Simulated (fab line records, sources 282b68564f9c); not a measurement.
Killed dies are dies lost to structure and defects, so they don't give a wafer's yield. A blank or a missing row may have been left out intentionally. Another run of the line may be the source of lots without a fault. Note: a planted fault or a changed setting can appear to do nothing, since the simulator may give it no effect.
Which tool did it? :: flow rit-cmos :: at 1 step of a route of 202, 14 lots with 42 wafers sampled

## WHAT THE GAUGES READ, wafer by wafer
The record lacks any reading of a measuring or inspecting step that a usual standard deviation could be used to judge.

## WHICH TOOL RAN EACH LOT (tool, then ch and the chambers of the sampled wafers, then the start)
lot: L142
RIT_CONTACT_PEB_06: litho-track-01 ch 0, day 3 14:46

lot: L145
RIT_CONTACT_PEB_06: litho-track-03 ch 0, day 4 20:28

lot: L146
RIT_CONTACT_PEB_06: litho-track-03 ch 0, day 4 23:15

lot: L147
RIT_CONTACT_PEB_06: litho-track-04 ch 0, day 5 05:10

lot: L149
RIT_CONTACT_PEB_06: litho-track-01, day 5 23:57

lot: L150
RIT_CONTACT_PEB_06: litho-track-03, day 6 00:19

lot: L152
RIT_CONTACT_PEB_06: litho-track-03 ch 0, day 6 04:19

lot: L153
RIT_CONTACT_PEB_06: litho-track-04 ch 0, day 6 09:05

lot: L159
RIT_CONTACT_PEB_06: litho-track-01 ch 0, day 7 02:32

lot: L161
RIT_CONTACT_PEB_06: litho-track-04 ch 0, day 7 06:53

lot: L160
RIT_CONTACT_PEB_06: litho-track-03 ch 0, day 7 08:49

lot: L162
RIT_CONTACT_PEB_06: litho-track-01 ch 0, day 7 14:38

lot: L164
RIT_CONTACT_PEB_06: litho-track-01 ch 0, day 7 22:05

lot: L165
RIT_CONTACT_PEB_06: litho-track-03 ch 0, day 8 04:17
- RIT_CONTACT_PEB_06

## WHAT THE TOOLS THEMSELVES READ (means of the sampled wafers that have a number; where no wafer has one, the mark that the record gives instead)
RIT_CONTACT_PEB_06. Usual: exhaust-pa 45.1 Pa, standard deviation 0.86.
lot: L142
tool: litho-track-01
exhaust-pa (Pa): 45.1
flag: 

lot: L145
tool: litho-track-03
exhaust-pa (Pa): 44.7
flag: 

lot: L146
tool: litho-track-03
exhaust-pa (Pa): 45.4
flag: 

lot: L147
tool: litho-track-04
exhaust-pa (Pa): 46.3
flag: 

lot: L149
tool: litho-track-01
exhaust-pa (Pa): -
flag: OFF

lot: L150
tool: litho-track-03
exhaust-pa (Pa): -
flag: OFF

lot: L152
tool: litho-track-03
exhaust-pa (Pa): 45.7
flag: 

lot: L153
tool: litho-track-04
exhaust-pa (Pa): 45.1
flag: 

lot: L159
tool: litho-track-01
exhaust-pa (Pa): 44.4
flag: 

lot: L161
tool: litho-track-04
exhaust-pa (Pa): 44.3
flag: 

lot: L160
tool: litho-track-03
exhaust-pa (Pa): 45.3
flag: 

lot: L162
tool: litho-track-01
exhaust-pa (Pa): 46.5
flag: 

lot: L164
tool: litho-track-01
exhaust-pa (Pa): 44.9
flag: 

lot: L165
tool: litho-track-03
exhaust-pa (Pa): 44.4
flag: 

## THE ANSWER, worked out from the rows above alone
Rule: a lot counts as off when the mean over its wafers that have a number is more than 3 standard deviations away from the usual mean. Also off: a lot with no number at a reading for which 4 or more lots have one. Where the step has rows for the other lots, those lots are counted as sound. Order of review: gauges by route order, followed by the tools' own readings, for which a lot's mean as printed above is used. The first step at which some lot is off is used, and at that step the reading that is off furthest; a lot without a number counts as furthest.
Off: L149, L150 (RIT_CONTACT_PEB_06, exhaust-pa). Without a number there: L149, L150.
A tool fits if, at that step or a process step before it, it ran every lot that is off, and no sound lot after the first of them. Not one of the candidates tried fits.

## WHAT HAD BEEN PUT IN BY THE SIMULATOR
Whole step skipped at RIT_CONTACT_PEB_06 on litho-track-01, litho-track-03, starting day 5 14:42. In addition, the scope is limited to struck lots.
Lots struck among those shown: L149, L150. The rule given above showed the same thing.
